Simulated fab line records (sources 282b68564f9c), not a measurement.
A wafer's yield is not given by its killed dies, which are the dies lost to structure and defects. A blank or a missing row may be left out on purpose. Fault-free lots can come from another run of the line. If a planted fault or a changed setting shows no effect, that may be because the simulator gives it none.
Check for tools in common    flow rit-cmos    45 wafers sampled across 15 lots

WHAT PROMPTED THE OPENING
3 of 15 lots carry a flag on the reading PRETRO_TW at RIT_PRETRO_TW_MEAS_10. Fault-free wafers read 477, with a standard deviation of 3.6.
Rule: a lot is flagged when every wafer of it that has a number lies more than 4 standard deviations from that mean, or none has a number. All remaining lots are regarded as sound.

lot   measured     on             PRETRO_TW, wafer by wafer  flag
L224  day 2 19:16  film-metro-01  473 470 473                
L225  day 2 22:40  film-metro-02  480 480 481                
L226  day 3 04:01  film-metro-01  477 475 479                
L227  day 3 08:43  film-metro-01  474 473 475                
L228  day 3 15:25  film-metro-04  30 30 30                   FLAGGED
L229  day 3 20:30  film-metro-02  30 30 30                   FLAGGED
L230  day 4 00:56  film-metro-02  30 30 30                   FLAGGED
L238  day 5 22:06  film-metro-04  481 479 478                
L239  day 5 22:39  film-metro-02  480 482 480                
L240  day 6 07:17  film-metro-02  482 481 482                
L241  day 6 12:56  film-metro-01  471 470 474                
L242  day 6 16:02  film-metro-01  473 471 471                
L243  day 6 20:53  film-metro-04  473 475 475                
L244  day 7 01:43  film-metro-04  477 477 477                
L245  day 7 04:03  film-metro-04  478 478 476                
Averaged over the flagged lots the numbers come to 30, -447 from the usual (-99 or more standard deviations).

WHICH TOOL RAN EACH LOT
The record holds 1 process step before the reading, out of a route of 202 steps. Read each cell as the tool, then ch plus the chambers that the sampled wafers visited, then the start.
lot   flag     RIT_NRETRO_STRIP_09
L224           plasma-asher-03 ch 0, day 2 17:25
L225           plasma-asher-03 ch 0,1, day 2 20:49
L226           plasma-asher-02 ch 0,1, day 3 02:17
L227           plasma-asher-02 ch 0,1, day 3 06:52
L228  FLAGGED  plasma-asher-02 ch 0,1, day 3 13:38
L229  FLAGGED  plasma-asher-02 ch 0,1, day 3 18:46
L230  FLAGGED  plasma-asher-01 ch 0,1, day 3 23:15
L238           plasma-asher-01 ch 0,1, day 5 20:22
L239           plasma-asher-03 ch 0,1, day 5 20:47
L240           plasma-asher-01 ch 0,1, day 6 05:17
L241           plasma-asher-01 ch 0,1, day 6 11:07
L242           plasma-asher-03 ch 0,1, day 6 14:19
L243           plasma-asher-02 ch 0,1, day 6 18:56
L244           plasma-asher-02 ch 0,1, day 6 23:55
L245           plasma-asher-02 ch 0,1, day 7 02:14
What the steps here do:
- RIT_NRETRO_STRIP_09: strips in O2, time 180 s.
- RIT_PRETRO_TW_MEAS_10

FLAGGED AGAINST TOTAL, ONE TOOL AT A TIME (gauges that did the reading follow at the end)
step                   tool             lots run  flagged  share of the flagged lots  sound lots run after its first flagged lot
RIT_NRETRO_STRIP_09    plasma-asher-01  4         1        some                       3 (L238,L240,L241)
RIT_NRETRO_STRIP_09    plasma-asher-02  7         2        some                       3 (L243,L244,L245)
RIT_NRETRO_STRIP_09    plasma-asher-03  4         0        none                       -
RIT_PRETRO_TW_MEAS_10  film-metro-01    5         0        none                       -
RIT_PRETRO_TW_MEAS_10  film-metro-02    5         2        some                       2 (L239,L240)
RIT_PRETRO_TW_MEAS_10  film-metro-04    5         1        some                       4 (L238,L243,L244,L245)

THE TABLE: WHAT IT ALLOWS
No row of the table ran every flagged lot.

WHAT WAS PUT IN BY THE SIMULATOR
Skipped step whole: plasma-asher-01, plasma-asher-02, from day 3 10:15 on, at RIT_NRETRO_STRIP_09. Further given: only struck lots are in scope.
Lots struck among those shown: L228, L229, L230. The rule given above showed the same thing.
